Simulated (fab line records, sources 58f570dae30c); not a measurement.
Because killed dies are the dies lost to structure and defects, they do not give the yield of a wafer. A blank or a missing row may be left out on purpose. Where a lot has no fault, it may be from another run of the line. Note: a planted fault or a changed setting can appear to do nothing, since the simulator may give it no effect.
2 desks, one fault | flow berkeleyCmos170 | every desk sees just its own numbers, and what lay behind them comes last

## FOR THE TOOL OWNER'S DESK: furnace-01
The tool's own readings at UCB170_GATE_ANNEAL_03 (time 1800 s): means of the sampled wafers that have a number, for each lot that ran on this tool. The brackets show how far a lot's mean lies from the usual mean; more than 4 standard deviations puts the lot out of limits, marked OUT.
Columns: A = spikeTcCentreC at UCB170_GATE_ANNEAL_03, usual 902.7 C; B = spikeTcLoadC at UCB170_GATE_ANNEAL_03, usual 925.2 C; C = spikeTcSourceC at UCB170_GATE_ANNEAL_03, usual 922.7 C; D = tubeCenterTempC at UCB170_GATE_ANNEAL_03, usual 899.99 C; E = tube_center_temp_C_max at UCB170_GATE_ANNEAL_03, usual 902.4
lot  | first seen here | A               | B               | C               | D                        | E
L859 | day 8 15:14     | 864.3 (-24) OUT | 891.4 (-12) OUT | 886.4 (-17) OUT | 862.40 (-99 or more) OUT | 865.0 (-83) OUT
L860 | day 8 21:11     | 863.7 (-24) OUT | 891.3 (-12) OUT | 886.5 (-17) OUT | 862.55 (-99 or more) OUT | 864.6 (-84) OUT
L862 | day 8 21:11     | 864.2 (-24) OUT | 889.9 (-13) OUT | 885.9 (-18) OUT | 862.55 (-99 or more) OUT | 864.9 (-83) OUT
This desk's finding: out of limits on L859, L860, L862; first on L859, day 8 15:14 (spikeTcCentreC at UCB170_GATE_ANNEAL_03). In limits: none.

## AT THE METROLOGY DESK
What the gauges read, lot by lot, whatever tool the lot ran on: means of the sampled wafers that have a number. The brackets show how far a lot's mean lies from the usual mean; more than 4 standard deviations puts the lot out of limits, marked OUT.
Columns: A = PVT_OVL at UCB170_PVT_OVL_MEAS_06, usual 0 nm; B = PVT_TW at UCB170_PVT_TW_MEAS_09, usual 509; C = FIELD_OXIDE_LEFT_2_THK at UCB170_FIELD_THK_MEAS_91, usual 351 nm; D = GATE_OXIDE_THK at UCB170_GATE_THK_MEAS_02, usual 6.59 nm
lot  | first seen here | A  | B   | C   | D
L853 | day 6 19:38     | -3 | 511 | 350 | 6.54
L859 | day 8 08:07     | 8  | 504 | 344 | 6.51
L862 | day 8 18:34     | 2  | 504 | 347 | 6.47
L860 | day 8 18:38     | 6  | 512 | 349 | 6.48
L863 | day 9 08:21     | 0  | 506 | 344 | 6.59
L865 | day 9 09:41     | 0  | 514 | 356 | 6.57
L868 | day 9 17:53     | 2  | 505 | 350 | 6.70
This desk's finding: nothing out of limits on any of the 7 lots.

## ALL TOGETHER
At day 8 15:14, on L859, L860, L862, the tool owner's desk was in a position to raise an alarm.
The metrology desk saw nothing out of limits.
The metrology desk has L859, L860, L862 on record, within its limits.
Of the lots named, all ran UCB170_GATE_ANNEAL_03 on furnace-01.

## WHAT HAD BEEN PUT IN BY THE SIMULATOR
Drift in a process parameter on furnace-01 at UCB170_GATE_ANNEAL_03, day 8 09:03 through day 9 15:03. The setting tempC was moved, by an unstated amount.
Shown lots that were struck: L859, L860, L862.
Time in hours from fault onset to the first out-of-limits reading at each desk: the tool owner's desk, 6.
